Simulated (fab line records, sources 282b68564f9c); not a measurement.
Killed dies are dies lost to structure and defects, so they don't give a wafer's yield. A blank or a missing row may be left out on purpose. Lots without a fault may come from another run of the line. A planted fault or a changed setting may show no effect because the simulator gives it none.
A struck lot beside a sound one | flow rit_cmos | 28 steps out of a route of 202
Sound: wafers L649.2, L649.4, L649.5. Struck: wafers L655.3, L655.4, L655.5. The cause comes at the end.
At each step with rows: each side's tool, then ch and its chambers, then its first start. Under that, the readings that differ: sound wafers | struck wafers | difference of the means | sigmas: that difference in standard deviations of wafers without a fault.
alike: readings whose means differ by less than 2 such deviations, and words and numbers that are the same on both sides. not compared: withheld readings, readings that some wafer has no value for, bounds like >300 that may hide the same value, and numbers for which the record gives no deviation and whose values overlap.
The two part at a step that has a row with sigmas, a row that says differs or no value, or rows on one side only. Numbers that don't overlap but have no deviation are shown without sigmas and don't part them. A reading that every wafer of one side lacks parts them only if that side has two wafers or more.

RIT_ACTIVE_BOW_MEAS_00:
  sound on film_metro-02, day 2 16:01; struck on film_metro-01, day 3 22:02
  alike: INCOMING_BOW
RIT_ACTIVE_OXIDATION_01: target thk 46.8 nm, ox time 3360 s.
  sound on furnace-03 ch 0, day 2 16:14; struck on furnace-03 ch 0, day 3 22:07
  reading                                       | sound                | struck               | difference | sigmas
  spike_tc_centre_C (C)                         | 1000.9 1001.8 1000.4 | 962.1 960.9 961.1    | -39.7      | -36
  spike_tc_load_C (C)                           | 1021.8 1023.2 1022.6 | 984.3 982.8 982.6    | -39.3      | -19
  spike_tc_source_C (C)                         | 1027.5 1028.0 1026.6 | 986.4 987.1 985.7    | -41.0      | -34
  tube_center_temp_C (C)                        | 999.92 999.92 999.89 | 960.93 960.95 960.94 | -38.97     | -99 or more
  tube_center_temp_C_max                        | 1002.3 1002.1 1001.6 | 963.7 963.3 964.1    | -38.3      | -91
  zone_power_load_pct (%)                       | 35.8 36.6 35.7       | 32.9 32.9 33.3       | -3.0       | -3
  model.SiO2_of_ACTIVE_OXIDATION_01.thk_nm (nm) | 48.5 48.43 48.04     | 32.25 32.2 31.6      | -16.31     |
RIT_ACTIVE_THK_MEAS_02:
  sound on film_metro-01, day 2 18:11; struck on film_metro-04, day 4 00:04
  reading               | sound          | struck         | difference | sigmas
  ACTIVE_OXIDE_THK (nm) | 48.5 48.4 48.0 | 32.3 32.2 31.6 | -16.3      | -19
then, 1 step without rows for these wafers: RIT_ACTIVE_CVD_03 (deposits Si3N4 from SiH2Cl2/NH3, target thk 150 nm, time 1500 s).
RIT_ACTIVE_THK_MEAS_04:
  sound on film_metro-01, day 2 19:40; struck on film_metro-04, day 4 01:33
  alike: ACTIVE_NITRIDE_THK
then, 6 steps without rows for these wafers: RIT_ACTIVE_HMDS_05 (prime time 60 s); RIT_ACTIVE_COAT_06 (resist thk 1000 nm); RIT_ACTIVE_SOFTBAKE_07 (time 60 s); RIT_ACTIVE_EXPOSE_08 (exposes mask M1, target cd 1400 nm); RIT_ACTIVE_PEB_09; RIT_ACTIVE_DEVELOP_10 (develop time 50 s).
RIT_ACTIVE_CD_MEAS_11: target cd 1400 nm.
  sound on cd_sem-02, day 2 20:42; struck on cd_sem-02, day 4 02:36
  alike: cd_nm
then, 1 step without rows for these wafers: RIT_ACTIVE_HARDBAKE_12 (time 60 s).
RIT_ACTIVE_ETCH_13: etches Si3N4 in SF6, stops on SiO2, time 210 s, target depth 210 nm.
  sound on rie_diel-01 ch 1,3, day 2 20:57; struck on rie_diel-01 ch 0,2,3, day 4 02:50
  alike: drypump_motor_current_A, oes_product_au, throttle_valve_pct
  not compared: rf_hours_counter_h
RIT_ACTIVE_STRIP_14: strips in O2, time 180 s.
  sound on plasma_asher-02 ch 0,1, day 2 21:05; struck on plasma_asher-04 ch 0,1, day 4 03:02
  alike: drypump_motor_current_A
  not compared: rf_hours_counter_h
RIT_ACTIVE_CD_MEAS_90: target cd 1400 nm.
  sound on cd_sem-01, day 2 21:17; struck on cd_sem-01, day 4 03:11
  alike: cd_nm
then, 4 steps without rows for these wafers: RIT_ACTIVE_CLEAN_15 (cleans in SC1, time 600 s); RIT_ACTIVE_CLEAN_16 (cleans in dHF, time 30 s); RIT_ACTIVE_CLEAN_17 (cleans in SC2, time 600 s); RIT_FOX1_OXIDATION_00 (target thk 350.7 nm, ox time 1130 s).
RIT_FOX1_THK_MEAS_01:
  sound on film_metro-01, day 3 00:26; struck on film_metro-03, day 4 07:44
  alike: FOX1_OXIDE_THK
then, 2 steps without rows for these wafers: RIT_FOX1_WET_ETCH_02 (etches SiO2 in BOE, target depth 350 nm, time 390 s); RIT_FOX2_OXIDATION_00 (target thk 350.7 nm, ox time 1168 s).
RIT_FOX2_THK_MEAS_01:
  sound on film_metro-04, day 3 01:55; struck on film_metro-03, day 4 09:30
  alike: FOX2_OXIDE_THK
then, 1 step without rows for these wafers: RIT_FOX2_CLEAN_02 (cleans in dHF, time 180 s).
RIT_FOX2_WET_ETCH_03: etches Si3N4 in H3PO4, target depth 195 nm, time 2700 s.
  sound on wet_bench-01 ch 3, day 3 02:02; struck on wet_bench-01 ch 3, day 4 09:35
  reading                                       | sound             | struck            | difference | sigmas
  model.SiO2_of_ACTIVE_OXIDATION_01.thk_nm (nm) | 43.13 43.09 42.74 | 28.67 28.58 25.91 | -15.27     |
RIT_FOX2_THK_MEAS_90:
  sound on film_metro-02, day 3 02:52; struck on film_metro-02, day 4 10:22
  alike: FIELD_OXIDE_LEFT_1_THK
RIT_M1_PROBE_99:
  sound on prober-01, day 4 18:52; struck on prober-01, day 6 03:32
  reading                             | sound             | struck            | difference | sigmas
  model.etest.pldd.width_nm (nm)      | 3133 3114 3125    | 3307 3304 3306    | +182       |
  model.etest.nldd.width_nm (nm)      | 3111 3111 3130    | 3301 3291 3307    | +182       |
  model.etest.nplus_sal.width_nm (nm) | 3412 3428 3435    | 3545 3536 3529    | +112       |
  model.etest.pplus_sal.width_nm (nm) | 3426 3413 3422    | 3540 3525 3536    | +113       |
  model.etest.nmos_0p3.r_on_ohm_um    | 2219 2231 2251    | 2165 2153 2144    | -80        |
  model.etest.nmos_narrow.drive_ua_um | 209 201.6 210.1   | 255.3 256.1 257.3 | +49.3      |
  model.etest.pmos_narrow.drive_ua_um | 94.45 93.86 96.37 | 114.2 115 115.3   | +19.9      |
  model.etest.nmos_0p3.drive_ua_um    | 214.4 212.8 215   | 226.4 230.4 229.1 | +14.6      |
  alike: killed_at_contacts, killed_at_front_end, killed_dies, killed_open, killed_short

WHERE THEY PART
First at RIT_ACTIVE_OXIDATION_01; last, within this record, at RIT_ACTIVE_THK_MEAS_02. Later steps at which nothing parts them and some readings are alike: RIT_ACTIVE_THK_MEAS_04, RIT_ACTIVE_CD_MEAS_11, RIT_ACTIVE_ETCH_13, RIT_ACTIVE_STRIP_14, RIT_ACTIVE_CD_MEAS_90, RIT_FOX1_THK_MEAS_01, RIT_FOX2_THK_MEAS_01, RIT_FOX2_THK_MEAS_90, RIT_M1_PROBE_99.

WHY: what the simulator had put in
Process parameter drift: furnace-03, from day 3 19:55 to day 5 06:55, at RIT_ACTIVE_OXIDATION_01. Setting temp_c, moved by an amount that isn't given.
